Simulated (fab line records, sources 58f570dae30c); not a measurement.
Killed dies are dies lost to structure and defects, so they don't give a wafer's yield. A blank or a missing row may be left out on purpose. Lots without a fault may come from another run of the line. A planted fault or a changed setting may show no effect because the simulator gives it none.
Which tool did it? | flow berkeley_cmos170 | 15 lots, 45 wafers sampled, at 4 steps of a route of 331

WHAT THE GAUGES READ, wafer by wafer
UCB170_PWELL_THK_MEAS_06. Usual: PWELL_NITRIDE_THK 219.8 nm, standard deviation 1.9.
lot  | measured    | on            | PWELL_NITRIDE_THK (nm) | flag
L188 | day 3 07:44 | film_metro-01 | 220.9 221.7 221.1      |
L189 | day 3 07:45 | film_metro-04 | 218.6 217.0 218.4      |
L190 | day 3 14:19 | film_metro-02 | 218.8 218.4 218.0      |
L191 | day 3 14:19 | film_metro-01 | 218.0 218.9 217.5      |
L193 | day 3 16:55 | film_metro-02 | 217.6 217.0 218.4      |
L195 | day 4 11:14 | film_metro-01 | 218.6 219.3 219.4      |
L197 | day 4 17:22 | film_metro-04 | 221.4 220.6 220.0      |
L198 | day 5 01:20 | film_metro-02 | 220.4 221.9 222.5      |
L200 | day 5 16:20 | film_metro-02 | 220.9 220.4 220.4      |
L201 | day 5 23:49 | film_metro-02 | 222.4 221.3 223.1      |
L202 | day 6 05:40 | film_metro-01 | 222.4 221.2 221.0      |
L204 | day 6 14:46 | film_metro-01 | 219.6 220.2 222.2      |
L205 | day 6 14:46 | film_metro-04 | 222.2 220.9 220.7      |
L210 | day 7 16:43 | film_metro-01 | 220.5 220.6 220.0      |
L211 | day 8 07:09 | film_metro-04 | 218.0 217.7 218.8      |

UCB170_ACTIVE_THK_MEAS_03. Usual: ACTIVE_OXIDE_THK 26.3 nm, standard deviation 0.45.
lot  | measured    | on            | ACTIVE_OXIDE_THK (nm) | flag
L188 | day 4 03:44 | film_metro-04 | 25.8 25.7 25.9        |
L189 | day 4 03:44 | film_metro-03 | 26.8 26.2 26.2        |
L190 | day 4 15:21 | film_metro-02 | 26.6 26.6 26.3        |
L191 | day 4 15:21 | film_metro-03 | 26.5 26.4 26.0        |
L193 | day 4 15:21 | film_metro-04 | 26.5 26.6 26.8        |
L195 | day 5 04:55 | film_metro-02 | 26.7 26.7 26.3        |
L197 | day 5 15:17 | film_metro-03 | 25.3 25.6 25.5        |
L198 | day 5 23:53 | film_metro-03 | 25.9 25.9 26.1        |
L200 | day 6 23:46 | film_metro-02 | 26.7 27.0 26.6        |
L201 | day 7 03:44 | film_metro-02 | 26.7 27.1 26.8        |
L202 | day 7 03:44 | film_metro-04 | 25.7 25.6 26.1        |
L204 | day 7 09:12 | film_metro-02 | 26.4 26.7 26.3        |
L205 | day 7 09:12 | film_metro-04 | 26.0 26.4 26.7        |
L210 | day 8 21:03 | film_metro-02 | 26.4 25.8 26.6        |
L211 | day 9 05:00 | film_metro-04 | 27.2 26.7 26.8        |

WHICH TOOL RAN EACH LOT (tool, then ch and the chambers of the sampled wafers, then the start)
lot  | UCB170_ZERO_ETCH_06               | UCB170_NWELL_ETCH_13
L188 | rie_diel-01 ch 1,2, day 1 17:55   | rie_diel-03 ch 0,2, day 2 09:41
L189 | rie_diel-01 ch 0,1,2, day 2 00:26 | rie_diel-03 ch 0,1,2, day 2 14:46
L190 | rie_diel-02 ch 1,2, day 2 06:29   | rie_diel-02 ch 0,2,3, day 2 18:17
L191 | rie_diel-02 ch 0,2, day 2 13:20   | rie_diel-02 ch 0,1,3, day 2 23:23
L193 | rie_diel-01 ch 2,3, day 2 17:17   | rie_diel-01 ch 0,1,3, day 3 03:10
L195 | rie_diel-01 ch 0,3, day 3 08:21   | rie_diel-01 ch 1,2, day 3 18:30
L197 | rie_diel-01 ch 0,1,2, day 3 15:38 | rie_diel-02 ch 1,2, day 4 00:20
L198 | rie_diel-04 ch 0,2,3, day 3 21:40 | rie_diel-03 ch 1,2, day 4 07:50
L200 | rie_diel-01 ch 0,1,3, day 4 06:28 | rie_diel-01 ch 1,2, day 4 20:23
L201 | rie_diel-02 ch 0,1,2, day 4 15:02 | rie_diel-02 ch 1,2, day 5 03:54
L202 | rie_diel-04 ch 0,2,3, day 4 20:52 | rie_diel-03 ch 0,1,3, day 5 12:31
L204 | rie_diel-02 ch 0,2,3, day 5 07:47 | rie_diel-03 ch 1,3, day 5 19:49
L205 | rie_diel-04 ch 0,1, day 5 08:02   | rie_diel-01 ch 0,2,3, day 5 19:55
L210 | rie_diel-02 ch 0,1,2, day 6 12:02 | rie_diel-01 ch 2,3, day 6 23:56
L211 | rie_diel-02 ch 1,2, day 6 20:34   | rie_diel-01 ch 0,1,3, day 7 11:35
- UCB170_ZERO_ETCH_06: etches SiO2 in CHF3/CF4/Ar, time 12 s.
- UCB170_NWELL_ETCH_13: etches Si3N4 in CH3F/Ar/O2, stops on SiO2, target depth 246.4 nm, time 154 s.

WHAT THE TOOLS THEMSELVES READ (means of the sampled wafers that have a number; where no wafer has one, the mark that the record gives instead)
UCB170_ZERO_ETCH_06. Usual: drypump_motor_current_A 5.6 A, standard deviation 0.42; oes_product_au 0.614 a.u., standard deviation 0.011; throttle_valve_pct 9.24 %, standard deviation 0.16.
lot  | tool        | drypump_motor_current_A (A) | oes_product_au (a.u.) | throttle_valve_pct (%) | flag
L188 | rie_diel-01 | 5.8                         | 0.607                 | 9.13                   |
L189 | rie_diel-01 | 5.7                         | 0.614                 | 9.28                   |
L190 | rie_diel-02 | 5.8                         | 0.611                 | 9.30                   |
L191 | rie_diel-02 | 5.7                         | 0.607                 | 9.13                   |
L193 | rie_diel-01 | 5.3                         | 0.605                 | 9.11                   |
L195 | rie_diel-01 | 5.0                         | 0.624                 | 9.19                   |
L197 | rie_diel-01 | 5.7                         | 0.632                 | 9.28                   |
L198 | rie_diel-04 | 5.6                         | 0.619                 | 9.33                   |
L200 | rie_diel-01 | 5.3                         | 0.625                 | 9.19                   |
L201 | rie_diel-02 | 5.8                         | 0.616                 | 9.21                   |
L202 | rie_diel-04 | 5.6                         | 0.622                 | 9.33                   |
L204 | rie_diel-02 | 5.6                         | 0.611                 | 9.19                   |
L205 | rie_diel-04 | 5.4                         | 0.628                 | 9.25                   |
L210 | rie_diel-02 | 5.7                         | 0.617                 | 9.21                   |
L211 | rie_diel-02 | 5.7                         | 0.625                 | 9.30                   |

UCB170_NWELL_ETCH_13. Usual: drypump_motor_current_A 5.3 A, standard deviation 0.48; oes_product_au 0.935 a.u., standard deviation 0.017; throttle_valve_pct 8.03 %, standard deviation 0.13.
lot  | tool        | drypump_motor_current_A (A) | oes_product_au (a.u.) | throttle_valve_pct (%) | flag
L188 | rie_diel-03 | 4.9                         | 0.936                 | 8.07                   |
L189 | rie_diel-03 | 4.9                         | 0.939                 | 8.05                   |
L190 | rie_diel-02 | 5.6                         | 0.921                 | 8.00                   |
L191 | rie_diel-02 | 5.5                         | 0.939                 | 8.00                   |
L193 | rie_diel-01 | 5.3                         | 0.924                 | 8.01                   |
L195 | rie_diel-01 | 6.0                         | 0.930                 | 8.03                   |
L197 | rie_diel-02 | 5.8                         | 0.937                 | 8.13                   |
L198 | rie_diel-03 | 4.8                         | 0.959                 | 8.04                   |
L200 | rie_diel-01 | 6.0                         | 0.929                 | 8.02                   |
L201 | rie_diel-02 | 5.7                         | 0.954                 | 8.13                   |
L202 | rie_diel-03 | 4.9                         | 0.925                 | 8.05                   |
L204 | rie_diel-03 | 4.8                         | 0.946                 | 8.00                   |
L205 | rie_diel-01 | 5.5                         | 0.935                 | 8.09                   |
L210 | rie_diel-01 | 5.7                         | 0.927                 | 8.03                   |
L211 | rie_diel-01 | 5.3                         | 0.926                 | 8.01                   |

THE ANSWER, worked out from the rows above alone
Rule: a lot is off if the mean of its wafers that have a number lies more than 3 standard deviations from the usual mean. A lot without any number at a reading at which 4 lots or more have one is off too. The other lots that the step has rows for count as sound. The gauges are gone through in route order, then the tools' own readings, and for those a lot's mean is taken as printed above. The first step at which some lot is off is used, and at that step the reading that is off furthest; a lot without a number counts as furthest.
No lot is off at any reading shown: from this, nothing can be told.

WHAT THE SIMULATOR HAD PUT IN
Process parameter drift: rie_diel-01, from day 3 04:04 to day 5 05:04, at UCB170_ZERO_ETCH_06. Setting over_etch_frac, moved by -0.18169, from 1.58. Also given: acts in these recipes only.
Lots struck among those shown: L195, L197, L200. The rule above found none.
